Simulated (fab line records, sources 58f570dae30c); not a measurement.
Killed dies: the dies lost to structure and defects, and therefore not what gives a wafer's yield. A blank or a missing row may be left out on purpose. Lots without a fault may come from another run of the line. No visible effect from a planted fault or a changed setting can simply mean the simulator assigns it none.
fab line records ; flow berkeley-cmos170 ; part 1 of 2: steps 1 to 30 of 40
record lots=5; wafers=15; last-day=13
route steps=331 shown FIELD@96 SACOX@97 SCREENOX@100 NVT@104 PVT@115 GATE@125
lots that met no fault: from a run of the same line without faults
start-h: the number of hours between the record's first day and the start of the first shown wafer of the lot ; wait-h: how many hours have passed since the lot's step before this one ; " repeats the value in the row above ; L1.1+2: a row that stands for several wafers ; - no value, or no start given ; * or withheld: withheld ; < > ~ a bound
route shown NAME@n: a module of which the file shows steps, and the number in the route of the first ; usual: mean/standard deviation of fault-free wafers ; same: alike in all rows ; chamber/n: place in a boat ; sites: the reading at each site ; _std_site: their standard deviation ; _edge_site: outer sites' mean less inner sites' ; radius-mm: for every site, how far away it sits from the centre of the wafer ; mask NAME#n: copy n ; behind: the last tool/chamber to shape the wafer ; hold: why the lot was held/for how many hours/how that ended ; device: the transistor (n, p or np) that didn't switch ; end of line: the tests these same wafers got at the end of their route ; a step without rows: its recipe alone ; killed: dies lost to structure and defects at the first sort, not the wafer's yield ; map: shows each die of a wafer: x if killed, . if not, _ if none is there
set.NAME: the setting the step ran with; set.NAME@STEP: the setting that earlier step ran with ; model.NAME: the simulator's own value behind a step, which no gauge read
lots at selected steps of the route; one table per step, one row per wafer
services: from which hour (start-h, from the record's first day; less than 0 if before it) a tool's chamber was out of use, for how many hours, and why
## steps
# step UCB170_FIELD_THK_MEAS_90
# recipe reads=SiO2_of_FIELD_OXIDATION_01
# usual FIELD_OXIDE_LEFT_1_THK=455/10
lot.wafer;tool;chamber;start-h;wait-h;FIELD_OXIDE_LEFT_1_THK[nm]
L075.2;film-metro-02;-;112.21;0.1;454
L075.4;film-metro-02;-;112.21;0.1;455
L075.6;film-metro-02;-;112.21;0.1;454
L079.1;film-metro-01;-;133.51;0.0;481
L079.3;film-metro-01;-;133.51;0.0;469
L079.4;film-metro-01;-;133.51;0.0;472
L078.3;film-metro-02;-;133.53;0.0;468
L078.5;film-metro-02;-;133.53;0.0;455
L078.6;film-metro-02;-;133.53;0.0;468
L086.2;film-metro-01;-;162.88;0.0;442
L086.3;film-metro-01;-;162.88;0.0;450
L086.5;film-metro-01;-;162.88;0.0;448
L095.2;film-metro-04;-;225.74;0.0;446
L095.3;film-metro-04;-;225.74;0.0;447
L095.5;film-metro-04;-;225.74;0.0;451
# step UCB170_SACOX_CLEAN_00
# recipe chemistry=dHF; dilution=25:1; time-s=7.5
lot.wafer;tool;chamber;start-h;wait-h
L075.2+4+6;wet-bench-02;2;112.26;0.0
L078.3+5+6;wet-bench-04;1;133.57;0.0
L079.1+3+4;wet-bench-04;0;133.57;0.1
L086.2+3+5;wet-bench-03;3;162.93;0.0
L095.2+3+5;wet-bench-03;0;225.79;0.0
# step UCB170_SACOX_OXIDATION_01
# recipe temp-c=900; ambient=O2; target-thk-a=144; ox-time-s=2400
# usual ox-temp-c-max=905.5/2.5; zone-power-centre-pct=44.8/1.6; zone-power-source-pct=25.9/2.2
lot.wafer;tool;chamber;start-h;wait-h;ox-temp-c-max;zone-power-centre-pct;zone-power-source-pct
L075.2;furnace-01;0;117.91;5.6;902.8;42.4;20.9
L075.4;furnace-01;0;117.91;5.6;902.6;42.5;21.4
L075.6;furnace-01;0;117.91;5.6;902.9;42.8;21.2
L078.3;furnace-01;0;136.77;3.2;902.9;42.3;21.6
L078.5;furnace-01;0;136.77;3.2;902.4;42.6;21.4
L078.6;furnace-01;0;136.77;3.2;903.1;43.0;20.9
L079.1;furnace-01;0;136.77;3.2;902.5;42.7;20.9
L079.3;furnace-01;0;136.77;3.2;902.3;42.3;21.0
L079.4;furnace-01;0;136.77;3.2;903.0;42.4;21.3
L086.2;furnace-02;0;165.43;2.5;902.3;47.2;25.5
L086.3;furnace-02;0;165.43;2.5;903.5;47.2;25.6
L086.5;furnace-02;0;165.43;2.5;902.3;47.1;25.4
L095.2;furnace-04;0;228.38;2.6;906.8;44.1;27.9
L095.3;furnace-04;0;228.38;2.6;908.4;43.9;27.4
L095.5;furnace-04;0;228.38;2.6;908.3;44.5;26.9
# step UCB170_SACOX_THK_MEAS_02
# recipe reads=SiO2_of_SACOX_OXIDATION_01
# usual SACOX_OXIDE_THK=14.3/0.32
lot.wafer;tool;chamber;start-h;wait-h;SACOX_OXIDE_THK[nm]
L075.2;film-metro-04;-;119.58;0.0;14.4
L075.4;film-metro-04;-;119.58;0.0;14.4
L075.6;film-metro-04;-;119.58;0.0;14.6
L079.1;film-metro-03;-;138.44;0.0;13.9
L079.3;film-metro-03;-;138.44;0.0;14.0
L079.4;film-metro-03;-;138.44;0.0;14.1
L078.3;film-metro-01;-;138.46;0.0;13.7
L078.5;film-metro-01;-;138.46;0.0;13.8
L078.6;film-metro-01;-;138.46;0.0;14.0
L086.2;film-metro-04;-;167.11;0.0;14.4
L086.3;film-metro-04;-;167.11;0.0;14.4
L086.5;film-metro-04;-;167.11;0.0;14.2
L095.2;film-metro-01;-;230.05;0.0;14.2
L095.3;film-metro-01;-;230.05;0.0;14.1
L095.5;film-metro-01;-;230.05;0.0;14.2
# step UCB170_SCREENOX_WET_ETCH_00
# recipe chemistry=dHF; dilution=25:1; target=SiO2; temp-c=25; time-s=200
# usual bath-heat-duty-pct=6.3/0.65
lot.wafer;tool;chamber;start-h;wait-h;bath-heat-duty-pct
L075.2;wet-bench-02;0;119.69;0.1;7.0
L075.4;wet-bench-02;0;119.69;0.1;7.5
L075.6;wet-bench-02;0;119.69;0.1;6.6
L078.3;wet-bench-02;1;138.50;0.0;6.5
L078.5;wet-bench-02;1;138.50;0.0;6.4
L078.6;wet-bench-02;1;138.50;0.0;6.6
L079.1;wet-bench-02;2;138.50;0.1;4.9
L079.3;wet-bench-02;2;138.50;0.1;4.8
L079.4;wet-bench-02;2;138.50;0.1;4.6
L086.2;wet-bench-02;1;167.16;0.0;6.4
L086.3;wet-bench-02;1;167.16;0.0;6.2
L086.5;wet-bench-02;1;167.16;0.0;6.1
L095.2;wet-bench-03;2;230.10;0.0;5.6
L095.3;wet-bench-03;2;230.10;0.0;5.2
L095.5;wet-bench-03;2;230.10;0.0;5.9
# step UCB170_SCREENOX_OXIDATION_01
# recipe temp-c=900; ambient=O2; target-thk-a=144; ox-time-s=2400
# usual ox-temp-c-max=905.3/2.6; zone-power-centre-pct=44.5/1.6; zone-power-source-pct=25.2/2.6
lot.wafer;tool;chamber;start-h;wait-h;ox-temp-c-max;zone-power-centre-pct;zone-power-source-pct
L075.2;furnace-01;0;124.92;5.2;903.5;42.2;21.0
L075.4;furnace-01;0;124.92;5.2;902.8;43.0;21.4
L075.6;furnace-01;0;124.92;5.2;902.3;43.0;21.2
L078.3;furnace-02;0;143.73;5.2;902.2;47.0;25.4
L078.5;furnace-02;0;143.73;5.2;902.4;47.6;25.7
L078.6;furnace-02;0;143.73;5.2;902.8;47.3;25.5
L079.1;furnace-02;0;143.73;5.2;902.2;47.8;25.2
L079.3;furnace-02;0;143.73;5.2;902.9;46.2;26.2
L079.4;furnace-02;0;143.73;5.2;903.6;47.5;25.2
L086.2;furnace-01;0;170.84;3.6;903.7;42.7;21.2
L086.3;furnace-01;0;170.84;3.6;902.9;42.8;21.4
L086.5;furnace-01;0;170.84;3.6;902.8;42.3;21.4
L095.2;furnace-04;0;235.23;5.1;906.1;44.3;27.1
L095.3;furnace-04;0;235.23;5.1;908.8;44.8;27.4
L095.5;furnace-04;0;235.23;5.1;908.5;44.2;26.3
# step UCB170_SCREENOX_THK_MEAS_02
# recipe reads=SiO2_of_SCREENOX_OXIDATION_01
# usual SCREENOX_OXIDE_THK=14.32/0.27
lot.wafer;tool;chamber;start-h;wait-h;SCREENOX_OXIDE_THK[nm]
L075.2;film-metro-01;-;126.60;0.0;14.03
L075.4;film-metro-01;-;126.60;0.0;14.06
L075.6;film-metro-01;-;126.60;0.0;14.01
L079.1;film-metro-03;-;145.40;0.0;14.60
L079.3;film-metro-03;-;145.40;0.0;14.69
L079.4;film-metro-03;-;145.40;0.0;14.91
L078.3;film-metro-02;-;145.42;0.0;14.54
L078.5;film-metro-02;-;145.42;0.0;14.83
L078.6;film-metro-02;-;145.42;0.0;14.51
L086.2;film-metro-02;-;172.52;0.0;14.36
L086.3;film-metro-02;-;172.52;0.0;14.28
L086.5;film-metro-02;-;172.52;0.0;14.37
L095.2;film-metro-02;-;236.90;0.0;14.18
L095.3;film-metro-02;-;236.90;0.0;14.27
L095.5;film-metro-02;-;236.90;0.0;14.16
# step UCB170_SCREENOX_ANNEAL_03
# recipe temp-c=900; time-s=900; ambient=N2
# usual zone-power-centre-pct=44.9/1.6; zone-power-source-pct=25.8/2.2
lot.wafer;tool;chamber;start-h;wait-h;zone-power-centre-pct;zone-power-source-pct
L075.2;furnace-01;0;130.09;3.5;42.2;21.7
L075.4;furnace-01;0;130.09;3.5;42.7;21.1
L075.6;furnace-01;0;130.09;3.5;42.9;21.3
L078.3;furnace-02;0;150.23;4.8;47.3;26.1
L078.5;furnace-02;0;150.23;4.8;47.3;25.6
L078.6;furnace-02;0;150.23;4.8;47.1;25.8
L079.1;furnace-02;0;150.23;4.8;47.7;25.3
L079.3;furnace-02;0;150.23;4.8;48.0;25.5
L079.4;furnace-02;0;150.23;4.8;47.9;25.7
L086.2;furnace-04;0;177.46;4.9;44.4;27.1
L086.3;furnace-04;0;177.46;4.9;44.2;27.4
L086.5;furnace-04;0;177.46;4.9;44.5;27.6
L095.2;furnace-04;0;240.83;3.9;44.5;27.3
L095.3;furnace-04;0;240.83;3.9;43.9;26.7
L095.5;furnace-04;0;240.83;3.9;44.4;27.1
# step UCB170_NVT_HMDS_00
# recipe prime-time-s=60; prime-temp-c=100
lot.wafer;tool;chamber;start-h;wait-h
L075.2+4+6;litho-track-01;0;131.37;0.0
L078.3+5+6;litho-track-02;0;151.75;0.3
L079.1+3+4;litho-track-04;0;151.80;0.3
L086.2+3+5;litho-track-01;0;178.73;0.0
L095.2+3+5;litho-track-04;0;242.10;0.0
# step UCB170_NVT_COAT_01
# recipe resist=KrF; spin-rpm=1500; resist-thk-nm=900
lot.wafer;tool;chamber;start-h;wait-h
L075.2+4+6;litho-track-01;0;131.52;0.1
L078.3+5+6;litho-track-02;0;151.90;0.1
L079.1+3+4;litho-track-04;0;151.95;0.1
L086.2+3+5;litho-track-01;0;178.88;0.1
L095.2+3+5;litho-track-04;0;242.25;0.1
# step UCB170_NVT_SOFTBAKE_02
# recipe resist=KrF; temp-c=130; time-s=60
# usual plate-temp-C=129.99/0.13
lot.wafer;tool;chamber;start-h;wait-h;plate-temp-C
L075.2;litho-track-01;0;131.67;0.1;129.84
L075.4;litho-track-01;0;131.67;0.1;130.02
L075.6;litho-track-01;0;131.67;0.1;129.89
L078.3;litho-track-02;0;152.05;0.1;129.92
L078.5;litho-track-02;0;152.05;0.1;129.68
L078.6;litho-track-02;0;152.05;0.1;129.91
L079.1;litho-track-04;0;152.10;0.1;130.18
L079.3;litho-track-04;0;152.10;0.1;130.16
L079.4;litho-track-04;0;152.10;0.1;130.00
L086.2;litho-track-01;0;179.03;0.1;130.04
L086.3;litho-track-01;0;179.03;0.1;130.01
L086.5;litho-track-01;0;179.03;0.1;129.99
L095.2;litho-track-04;0;242.40;0.1;129.93
L095.3;litho-track-04;0;242.40;0.1;129.85
L095.5;litho-track-04;0;242.40;0.1;130.15
# step UCB170_NVT_EXPOSE_03
# recipe mask-id=PWELL; target-cd-nm=3000; na=0.5; sigma-outer=0.6; source-shape=conventional; dose-mj=30
lot.wafer;tool;chamber;start-h;wait-h;mask
L075.2+4+6;krf-scanner-02;0;131.93;0.2;PWELL#0
L078.3+5+6;krf-scanner-01;0;152.37;0.3;PWELL#0
L079.1+3+4;krf-scanner-02;0;152.57;0.4;PWELL#0
L086.2+3+5;krf-scanner-02;0;179.42;0.4;PWELL#0
L095.2+3+5;krf-scanner-01;0;242.90;0.5;PWELL#0
# step UCB170_NVT_PEB_04
# recipe peb-temp-c=130; peb-time-s=withheld; resist=KrF
# usual plate-temp-C=129.99/0.15
lot.wafer;tool;chamber;start-h;wait-h;plate-temp-C
L075.2;litho-track-01;0;132.27;0.3;130.10
L075.4;litho-track-01;0;132.27;0.3;130.06
L075.6;litho-track-01;0;132.27;0.3;130.14
L078.3;litho-track-02;0;152.93;0.5;129.81
L078.5;litho-track-02;0;152.93;0.5;130.05
L078.6;litho-track-02;0;152.93;0.5;129.84
L079.1;litho-track-04;0;152.98;0.4;129.83
L079.3;litho-track-04;0;152.98;0.4;129.74
L079.4;litho-track-04;0;152.98;0.4;129.83
L086.2;litho-track-02;0;179.63;0.2;130.19
L086.3;litho-track-02;0;179.63;0.2;129.91
L086.5;litho-track-02;0;179.63;0.2;130.24
L095.2;litho-track-01;0;243.02;0.1;129.79
L095.3;litho-track-01;0;243.02;0.1;129.87
L095.5;litho-track-01;0;243.02;0.1;129.88
# step UCB170_NVT_DEVELOP_05
# recipe developer=TMAH; develop-time-s=45; resist=KrF; dev-temp-c=21
lot.wafer;tool;chamber;start-h;wait-h
L075.2+4+6;litho-track-01;0;-;-
L078.3+5+6;litho-track-02;0;-;-
L079.1+3+4;litho-track-04;0;-;-
L086.2+3+5;litho-track-02;0;-;-
L095.2+3+5;litho-track-01;0;-;-
# step UCB170_NVT_OVL_MEAS_06
# usual NVT_OVL=-1/4.8
lot.wafer;tool;chamber;start-h;wait-h;NVT_OVL[nm]
L075.2;overlay-02;-;132.52;-;-4
L075.4;overlay-02;-;132.52;-;-5
L075.6;overlay-02;-;132.52;-;-3
L078.3;overlay-02;-;153.16;-;4
L078.5;overlay-02;-;153.16;-;4
L078.6;overlay-02;-;153.16;-;3
L079.1;overlay-01;-;153.25;-;2
L079.3;overlay-01;-;153.25;-;-4
L079.4;overlay-01;-;153.25;-;2
L086.2;overlay-01;-;179.89;-;-3
L086.3;overlay-01;-;179.89;-;-5
L086.5;overlay-01;-;179.89;-;2
L095.2;overlay-01;-;243.28;-;4
L095.3;overlay-01;-;243.28;-;-2
L095.5;overlay-01;-;243.28;-;6
# step UCB170_NVT_IMPLANT_07
# recipe species=BF2; dose-cm2=2.926e+12; energy-kev=50; tilt-deg=7
lot.wafer;tool;chamber;start-h;wait-h
L075.2+4+6;implanter-02;0;132.58;0.0
L078.3+5+6;implanter-02;0;153.24;0.1
L079.1+3+4;implanter-01;0;153.29;0.0
L086.2+3+5;implanter-01;0;179.94;0.0
L095.2+3+5;implanter-02;0;243.34;0.0
# step UCB170_NVT_STRIP_08
# recipe chemistry=O2; power-w=400; pressure-mtorr=3500; platen-temp-c=withheld; o2-flow-sccm=400; overash-fraction=0.5
# usual drypump-motor-current-A=5.7/0.66; oes-product-au=0.734/0.0041; strip-time-to-endpoint-s=21.65/0.066
lot.wafer;tool;chamber;start-h;wait-h;drypump-motor-current-A;oes-product-au;rf-hours-counter-h;strip-time-to-endpoint-s
L075.2;plasma-asher-02;0;132.70;0.1;4.7;0.732;41;21.54
L075.4;plasma-asher-02;0;132.70;0.1;4.7;0.731;-;21.62
L075.6;plasma-asher-02;1;132.70;0.1;5.7;0.733;-;21.57
L078.3;plasma-asher-04;0;153.37;0.1;6.5;0.739;-;21.69
L078.5;plasma-asher-04;0;153.37;0.1;6.5;0.738;-;21.76
L078.6;plasma-asher-04;1;153.37;0.1;6.6;0.733;-;21.67
L079.1;plasma-asher-03;0;153.44;0.1;5.5;0.740;4;21.73
L079.3;plasma-asher-03;1;153.44;0.1;5.5;0.733;-;21.69
L079.4;plasma-asher-03;0;153.44;0.1;5.4;0.734;-;21.74
L086.2;plasma-asher-03;1;180.07;0.1;5.5;0.737;6;21.60
L086.3;plasma-asher-03;0;180.07;0.1;5.4;0.739;-;21.59
L086.5;plasma-asher-03;1;180.07;0.1;5.5;0.733;-;21.57
L095.2;plasma-asher-03;0;243.46;0.1;5.4;0.731;15;21.69
L095.3;plasma-asher-03;1;243.46;0.1;5.5;0.735;-;21.59
L095.5;plasma-asher-03;0;243.46;0.1;5.4;0.734;-;21.70
# step UCB170_NVT_TW_MEAS_09
# usual NVT_TW=517.2/2.8
lot.wafer;tool;chamber;start-h;wait-h;NVT_TW
L075.2;film-metro-04;-;132.81;0.1;517.1
L075.4;film-metro-04;-;132.81;0.1;517.3
L075.6;film-metro-04;-;132.81;0.1;517.1
L078.3;film-metro-02;-;153.46;0.1;513.8
L078.5;film-metro-02;-;153.46;0.1;513.7
L078.6;film-metro-02;-;153.46;0.1;513.5
L079.1;film-metro-04;-;153.54;0.1;518.3
L079.3;film-metro-04;-;153.54;0.1;517.7
L079.4;film-metro-04;-;153.54;0.1;519.4
L086.2;film-metro-03;-;180.18;0.1;519.7
L086.3;film-metro-03;-;180.18;0.1;516.6
L086.5;film-metro-03;-;180.18;0.1;518.0
L095.2;film-metro-04;-;243.57;0.1;518.6
L095.3;film-metro-04;-;243.57;0.1;514.6
L095.5;film-metro-04;-;243.57;0.1;518.4
# step UCB170_NVT_CLEAN_10
# recipe chemistry=SPM; temp-c=120; time-s=600
# usual bath-guard-temp-C=120.3/0.53; bath-heat-duty-pct=13.3/1.1
lot.wafer;tool;chamber;start-h;wait-h;bath-guard-temp-C;bath-heat-duty-pct
L075.2;wet-bench-03;2;132.86;0.0;119.9;12.7
L075.4;wet-bench-03;2;132.86;0.0;120.1;12.9
L075.6;wet-bench-03;2;132.86;0.0;120.1;11.6
L078.3;wet-bench-01;3;153.51;0.0;119.5;12.3
L078.5;wet-bench-01;3;153.51;0.0;119.7;14.1
L078.6;wet-bench-01;3;153.51;0.0;120.2;13.0
L079.1;wet-bench-03;0;153.64;0.1;121.1;14.7
L079.3;wet-bench-03;0;153.64;0.1;120.8;15.0
L079.4;wet-bench-03;0;153.64;0.1;120.9;14.0
L086.2;wet-bench-03;2;181.83;1.6;120.4;14.1
L086.3;wet-bench-03;2;181.83;1.6;120.0;13.0
L086.5;wet-bench-03;2;181.83;1.6;119.8;12.2
L095.2;wet-bench-03;0;245.03;1.5;120.6;14.2
L095.3;wet-bench-03;0;245.03;1.5;120.7;12.9
L095.5;wet-bench-03;0;245.03;1.5;120.9;14.2
# step UCB170_PVT_HMDS_00
# recipe prime-time-s=60; prime-temp-c=100
lot.wafer;tool;chamber;start-h;wait-h
L075.2+4+6;litho-track-01;0;133.54;0.5
L079.1+3+4;litho-track-03;0;154.42;0.6
L078.3+5+6;litho-track-01;0;154.43;0.7
L086.2+3+5;litho-track-01;0;182.03;0.0
L095.2+3+5;litho-track-03;0;245.68;0.5
# step UCB170_PVT_COAT_01
# recipe resist=KrF; spin-rpm=1500; resist-thk-nm=900
lot.wafer;tool;chamber;start-h;wait-h
L075.2+4+6;litho-track-01;0;133.69;0.1
L079.1+3+4;litho-track-03;0;154.57;0.1
L078.3+5+6;litho-track-01;0;154.58;0.1
L086.2+3+5;litho-track-01;0;182.18;0.1
L095.2+3+5;litho-track-03;0;245.83;0.1
# step UCB170_PVT_SOFTBAKE_02
# recipe resist=KrF; temp-c=130; time-s=60
# usual plate-temp-C=129.97/0.13
lot.wafer;tool;chamber;start-h;wait-h;plate-temp-C
L075.2;litho-track-01;0;133.84;0.1;130.03
L075.4;litho-track-01;0;133.84;0.1;130.20
L075.6;litho-track-01;0;133.84;0.1;130.15
L079.1;litho-track-03;0;154.72;0.1;129.92
L079.3;litho-track-03;0;154.72;0.1;129.82
L079.4;litho-track-03;0;154.72;0.1;129.67
L078.3;litho-track-01;0;154.73;0.1;130.01
L078.5;litho-track-01;0;154.73;0.1;130.04
L078.6;litho-track-01;0;154.73;0.1;130.01
L086.2;litho-track-01;0;182.33;0.1;129.89
L086.3;litho-track-01;0;182.33;0.1;129.97
L086.5;litho-track-01;0;182.33;0.1;129.94
L095.2;litho-track-03;0;245.98;0.1;129.98
L095.3;litho-track-03;0;245.98;0.1;129.97
L095.5;litho-track-03;0;245.98;0.1;129.90
# step UCB170_PVT_EXPOSE_03
# recipe mask-id=NWELL; target-cd-nm=3000; na=0.5; sigma-outer=0.6; source-shape=conventional; dose-mj=30
lot.wafer;tool;chamber;start-h;wait-h;mask
L075.2+4+6;krf-scanner-02;0;134.11;0.2;NWELL#0
L078.3+5+6;krf-scanner-01;0;154.87;0.1;NWELL#0
L079.1+3+4;krf-scanner-02;0;155.07;0.3;NWELL#0
L086.2+3+5;krf-scanner-02;0;182.47;0.1;NWELL#0
L095.2+3+5;krf-scanner-01;0;246.28;0.3;NWELL#0
# step UCB170_PVT_PEB_04
# recipe peb-temp-c=130; peb-time-s=withheld; resist=KrF
# usual plate-temp-C=129.98/0.13
lot.wafer;tool;chamber;start-h;wait-h;plate-temp-C
L075.2;litho-track-01;0;134.54;0.4;129.93
L075.4;litho-track-01;0;134.54;0.4;129.62
L075.6;litho-track-01;0;134.54;0.4;129.76
L078.3;litho-track-01;0;155.43;0.5;130.19
L078.5;litho-track-01;0;155.43;0.5;130.01
L078.6;litho-track-01;0;155.43;0.5;129.97
L079.1;litho-track-01;0;155.65;0.6;129.92
L079.3;litho-track-01;0;155.65;0.6;129.93
L079.4;litho-track-01;0;155.65;0.6;129.87
L086.2;litho-track-03;0;182.83;0.3;130.06
L086.3;litho-track-03;0;182.83;0.3;130.04
L086.5;litho-track-03;0;182.83;0.3;129.88
L095.2;litho-track-02;0;246.43;0.1;129.90
L095.3;litho-track-02;0;246.43;0.1;130.07
L095.5;litho-track-02;0;246.43;0.1;129.99
# step UCB170_PVT_DEVELOP_05
# recipe developer=TMAH; develop-time-s=45; resist=KrF; dev-temp-c=21
lot.wafer;tool;chamber;start-h;wait-h
L075.2+4+6;litho-track-01;0;-;-
L078.3+5+6;litho-track-01;0;-;-
L079.1+3+4;litho-track-01;0;-;-
L086.2+3+5;litho-track-03;0;-;-
L095.2+3+5;litho-track-02;0;-;-
# step UCB170_PVT_OVL_MEAS_06
# usual PVT_OVL=2/5.3
lot.wafer;tool;chamber;start-h;wait-h;PVT_OVL[nm]
L075.2;overlay-02;-;134.80;-;0
L075.4;overlay-02;-;134.80;-;5
L075.6;overlay-02;-;134.80;-;7
L078.3;overlay-02;-;155.66;-;-5
L078.5;overlay-02;-;155.66;-;-3
L078.6;overlay-02;-;155.66;-;0
L079.1;overlay-01;-;155.93;-;5
L079.3;overlay-01;-;155.93;-;1
L079.4;overlay-01;-;155.93;-;-1
L086.2;overlay-02;-;183.08;-;6
L086.3;overlay-02;-;183.08;-;6
L086.5;overlay-02;-;183.08;-;6
L095.2;overlay-02;-;246.69;-;-7
L095.3;overlay-02;-;246.69;-;-5
L095.5;overlay-02;-;246.69;-;-5
# step UCB170_PVT_IMPLANT_07
# recipe species=P; dose-cm2=2e+12; energy-kev=30; tilt-deg=7
lot.wafer;tool;chamber;start-h;wait-h
L075.2+4+6;implanter-03;0;134.86;0.1
L078.3+5+6;implanter-03;0;155.74;0.1
L079.1+3+4;implanter-02;0;155.96;0.0
L086.2+3+5;implanter-04;0;183.14;0.0
L095.2+3+5;implanter-04;0;246.75;0.0
# step UCB170_PVT_STRIP_08
# recipe chemistry=O2; power-w=400; pressure-mtorr=3500; platen-temp-c=withheld; o2-flow-sccm=400; overash-fraction=0.5
# usual drypump-motor-current-A=5.3/0.31; oes-product-au=0.735/0.0049; strip-time-to-endpoint-s=21.65/0.061
lot.wafer;tool;chamber;start-h;wait-h;drypump-motor-current-A;oes-product-au;rf-hours-counter-h;strip-time-to-endpoint-s
L075.2;plasma-asher-01;0;134.99;0.1;5.3;0.731;34;21.70
L075.4;plasma-asher-01;0;134.99;0.1;5.3;0.731;-;21.60
L075.6;plasma-asher-01;0;134.99;0.1;5.3;0.743;-;21.67
L078.3;plasma-asher-01;0;155.87;0.1;5.3;0.734;-;21.66
L078.5;plasma-asher-01;0;155.87;0.1;5.3;0.745;-;21.65
L078.6;plasma-asher-01;1;155.87;0.1;5.2;0.732;-;21.61
L079.1;plasma-asher-02;0;156.11;0.1;4.7;0.737;43;21.49
L079.3;plasma-asher-02;1;156.11;0.1;5.7;0.735;-;21.50
L079.4;plasma-asher-02;0;156.11;0.1;4.7;0.740;-;21.48
L086.2;plasma-asher-03;0;183.26;0.1;5.4;0.733;7;21.61
L086.3;plasma-asher-03;0;183.26;0.1;5.4;0.738;-;21.66
L086.5;plasma-asher-03;0;183.26;0.1;5.5;0.742;-;21.62
L095.2;plasma-asher-02;1;246.87;0.1;5.7;0.739;54;21.74
L095.3;plasma-asher-02;0;246.87;0.1;4.7;0.739;-;21.68
L095.5;plasma-asher-02;0;246.87;0.1;4.7;0.733;-;21.64
# step UCB170_PVT_TW_MEAS_09
# usual PVT_TW=507/4.9
lot.wafer;tool;chamber;start-h;wait-h;PVT_TW
L075.2;film-metro-04;-;135.10;0.1;503
L075.4;film-metro-04;-;135.10;0.1;502
L075.6;film-metro-04;-;135.10;0.1;504
L078.3;film-metro-04;-;155.96;0.1;503
L078.5;film-metro-04;-;155.96;0.1;504
L078.6;film-metro-04;-;155.96;0.1;503
L079.1;film-metro-02;-;156.21;0.1;500
L079.3;film-metro-02;-;156.21;0.1;500
L079.4;film-metro-02;-;156.21;0.1;502
L086.2;film-metro-04;-;183.37;0.1;506
L086.3;film-metro-04;-;183.37;0.1;506
L086.5;film-metro-04;-;183.37;0.1;508
L095.2;film-metro-01;-;246.98;0.1;512
L095.3;film-metro-01;-;246.98;0.1;512
L095.5;film-metro-01;-;246.98;0.1;512
# step UCB170_GATE_WET_ETCH_00
# recipe chemistry=dHF; dilution=25:1; target=SiO2; temp-c=25; time-s=200
# usual bath-heat-duty-pct=6.3/0.54
lot.wafer;tool;chamber;start-h;wait-h;bath-heat-duty-pct
L075.2;wet-bench-04;3;135.19;0.1;5.8
L075.4;wet-bench-04;3;135.19;0.1;6.7
L075.6;wet-bench-04;3;135.19;0.1;5.5
L078.3;wet-bench-02;3;156.08;0.1;5.4
L078.5;wet-bench-02;3;156.08;0.1;6.4
L078.6;wet-bench-02;3;156.08;0.1;5.9
L079.1;wet-bench-02;0;156.27;0.1;6.3
L079.3;wet-bench-02;0;156.27;0.1;6.7
L079.4;wet-bench-02;0;156.27;0.1;6.3
L086.2;wet-bench-02;1;183.42;0.0;6.0
L086.3;wet-bench-02;1;183.42;0.0;6.6
L086.5;wet-bench-02;1;183.42;0.0;5.9
L095.2;wet-bench-02;0;247.03;0.0;7.3
L095.3;wet-bench-02;0;247.03;0.0;6.2
L095.5;wet-bench-02;0;247.03;0.0;7.0
